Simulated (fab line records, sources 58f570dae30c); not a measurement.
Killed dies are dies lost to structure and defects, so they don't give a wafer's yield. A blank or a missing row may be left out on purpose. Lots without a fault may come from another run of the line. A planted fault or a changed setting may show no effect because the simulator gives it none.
Problem report in the 8D (eight disciplines) form, filled by code | flow berkeley_cmos170 | the parts of the form that need people (team, actions taken, sign-off) are left out

1. THE PROBLEM
M1_AL_RS at UCB170_M1_RS_MEAS_01 reads a mean of 0.0399 ohm/sq on 1 wafer of 1 lot; wafers without a fault read 0.0481 ohm/sq with a standard deviation of 0.00057. That is -14 standard deviations from the usual mean.
The step: measures by four-point-probe.
First seen on wafer L885.6, day 11 16:08, on film_metro-03. The record holds 37 wafers of 13 lots with a number at this step. Rule for "out", or "out of limits": more than 4 standard deviations from the usual mean. The other wafers with a number count as sound.

2. WHAT IT IS AND WHAT IT IS NOT
question                    | is                     | is not
which readings at this step | M1_AL_RS               | -
which lots                  | L885                   | L866, L868, L870, L871, L872, L873, L875, L876, L877, L880, L881, L882
which wafers of those lots  | all that have a number | -
read on which gauges        | film_metro-03          | film_metro-01, film_metro-02
when                        | from day 11 16:08      | up to then (36 sound wafers)

3. SUSPECTS, AND WHAT RULES EACH OUT
Counting: a tool at a process step up to the reading stays a suspect if it ran every lot that is out and no sound lot after the first of them.
- the gauge at UCB170_M1_RS_MEAS_01: ruled out. All the wafers that are out were read on film_metro-03, but those of them that UCB170_M1_METAL_ETCH_12 has rows for are out there too, on other tools.
- plasma_asher-04 at UCB170_PSD_STRIP_09 (strips in O2): kept. It ran the lot that is out, L885 (day 11 00:35), and no sound lot after that; its last sound lot up to then is L876 (day 8 07:46).
- rtp_anneal-02 at UCB170_SDANNEAL_RTA_01 (time 5 s): kept. It ran the lot that is out, L885 (day 11 06:44), and no sound lot after that; its last sound lot up to then is L880 (day 9 09:38).
- pvd_sputter-04 at UCB170_M1_SPUTTER_00 (material Al, target thk 600 nm, time 80 s): kept. It ran the lot that is out, L885 (day 11 16:01), and no sound lot after that; its last sound lot up to then is L882 (day 10 02:11).
Left after counting: plasma_asher-04 at UCB170_PSD_STRIP_09, rtp_anneal-02 at UCB170_SDANNEAL_RTA_01, pvd_sputter-04 at UCB170_M1_SPUTTER_00.

4. THE CAUSE (what the simulator had put in)
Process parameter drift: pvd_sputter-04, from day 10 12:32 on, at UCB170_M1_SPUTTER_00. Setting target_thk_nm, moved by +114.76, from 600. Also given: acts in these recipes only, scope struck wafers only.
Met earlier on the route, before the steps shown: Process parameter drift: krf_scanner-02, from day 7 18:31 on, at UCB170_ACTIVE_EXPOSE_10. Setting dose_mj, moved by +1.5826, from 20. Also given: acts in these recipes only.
Counting left 3 suspects, and this tool is among them.

5. THE CHAIN OF EFFECTS, in route order
Each row: a reading whose mean over the struck wafers that have a number lies more than 3 standard deviations from the usual. Only readings for which the record gives a usual standard deviation are gone through. hours: the time from each lot's start at the first step in this table that gives one to its start at this step, as a median over the lots. sigmas: the change in usual standard deviations.
hours | step                    | reading        | usual         | on struck wafers | change  | sigmas
0     | UCB170_M1_RS_MEAS_01    | M1_AL_RS       | 0.0481 ohm/sq | 0.0399           | -0.0082 | -14
0     | UCB170_M1_THK_MEAS_02   | M1_AL_THK      | 606 nm        | 727              | +121    | +17
2     | UCB170_M1_METAL_ETCH_12 | oes_product_au | 0.853 a.u.    | 0.948            | +0.095  | +6.3
The process steps in it:
- UCB170_M1_METAL_ETCH_12: etches Al in Cl2/BCl3, stops on PSG, target depth 780 nm, time 130 s.

6. WHAT WOULD HAVE CAUGHT IT SOONER
In this record the first reading out of limits at a measuring or inspecting step was taken at day 11 16:08, 28 hours after the fault began at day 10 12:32.
Of the tool readings at UCB170_M1_SPUTTER_00 for which the record gives a usual standard deviation, none was out on any struck wafer, so an alarm limit of 4 standard deviations on them would not have fired.
All the lots that are out (1) had begun UCB170_M1_SPUTTER_00 on pvd_sputter-04 by day 11 16:08. A hold on the tool at that time would have spared none of them.
